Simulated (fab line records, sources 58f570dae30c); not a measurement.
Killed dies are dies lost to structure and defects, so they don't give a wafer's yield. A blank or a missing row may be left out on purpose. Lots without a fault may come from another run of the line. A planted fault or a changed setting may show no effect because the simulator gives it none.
One fault seen from 2 desks | flow berkeley_cmos170 | each desk has only its own numbers; what lay behind them comes last

THE METROLOGY DESK
What the gauges read, lot by lot, whatever tool the lot ran on: means of the sampled wafers that have a number. A lot is out of limits, marked OUT, if its mean lies more than 4 standard deviations from the usual mean; the brackets give that distance.
Columns: A = cd_nm at UCB170_PLDD_CD_MEAS_06, usual 1200.3 nm; B = NSD_TW at UCB170_NSD_TW_MEAS_10, usual 4183
lot  | first seen here | A      | B
L708 | day 6 09:53     | 1202.2 | 4206
L707 | day 6 10:16     | 1200.2 | 4191
L710 | day 6 18:05     | 1198.7 | 4190
L712 | day 7 07:58     | 1199.9 | 4217
L711 | day 7 08:38     | 1198.8 | 4217
L713 | day 7 17:04     | 1198.3 | 4217
L715 | day 8 09:11     | 1199.0 | 4169
L716 | day 8 14:34     | 1197.6 | 4157
L719 | day 9 01:38     | 1200.2 | 4170
L718 | day 9 01:55     | 1201.7 | 4172
L720 | day 9 08:10     | 1201.9 | 4210
L722 | day 9 17:02     | 1199.7 | 4150
L726 | day 10 20:17    | 1200.1 | 4208
L727 | day 10 20:43    | 1201.6 | 4158
L728 | day 11 05:47    | 1203.0 | 4149
This desk's finding: nothing out of limits on any of the 15 lots.

THE TOOL OWNER'S DESK: litho_track-03
The tool's own readings at UCB170_GATE_COAT_06: means of the sampled wafers that have a number, for each lot that ran on this tool. A lot is out of limits, marked OUT, if its mean lies more than 4 standard deviations from the usual mean; the brackets give that distance.
Columns: A = spin_speed_rpm at UCB170_GATE_COAT_06, usual 3000.5 rpm
lot  | first seen here | A
L711 | day 7 04:45     | 2999.8
L715 | day 8 06:25     | 2999.0
L716 | day 8 11:59     | 3001.2
L719 | day 8 22:31     | 2812.9 (-99) OUT
L718 | day 8 22:58     | 2815.7 (-97) OUT
L722 | day 9 14:21     | 2813.9 (-98) OUT
This desk's finding: out of limits on L718, L719, L722; first on L719, day 8 22:31 (spin_speed_rpm at UCB170_GATE_COAT_06). In limits: L711, L715, L716.

PUT TOGETHER
The tool owner's desk could have raised an alarm at day 8 22:31, on L718, L719, L722.
The metrology desk saw nothing out of limits.
The metrology desk has L718, L719, L722 on record, within its limits.
Of the lots named, all ran UCB170_GATE_COAT_06 on litho_track-03.

WHAT THE SIMULATOR HAD PUT IN
Process parameter drift: litho_track-03, from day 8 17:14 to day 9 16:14, at UCB170_GATE_COAT_06. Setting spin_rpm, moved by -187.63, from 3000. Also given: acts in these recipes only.
Lots struck among those shown: L718, L719, L722.
Hours from the fault's start to each desk's first reading out of limits: the tool owner's desk, 5.
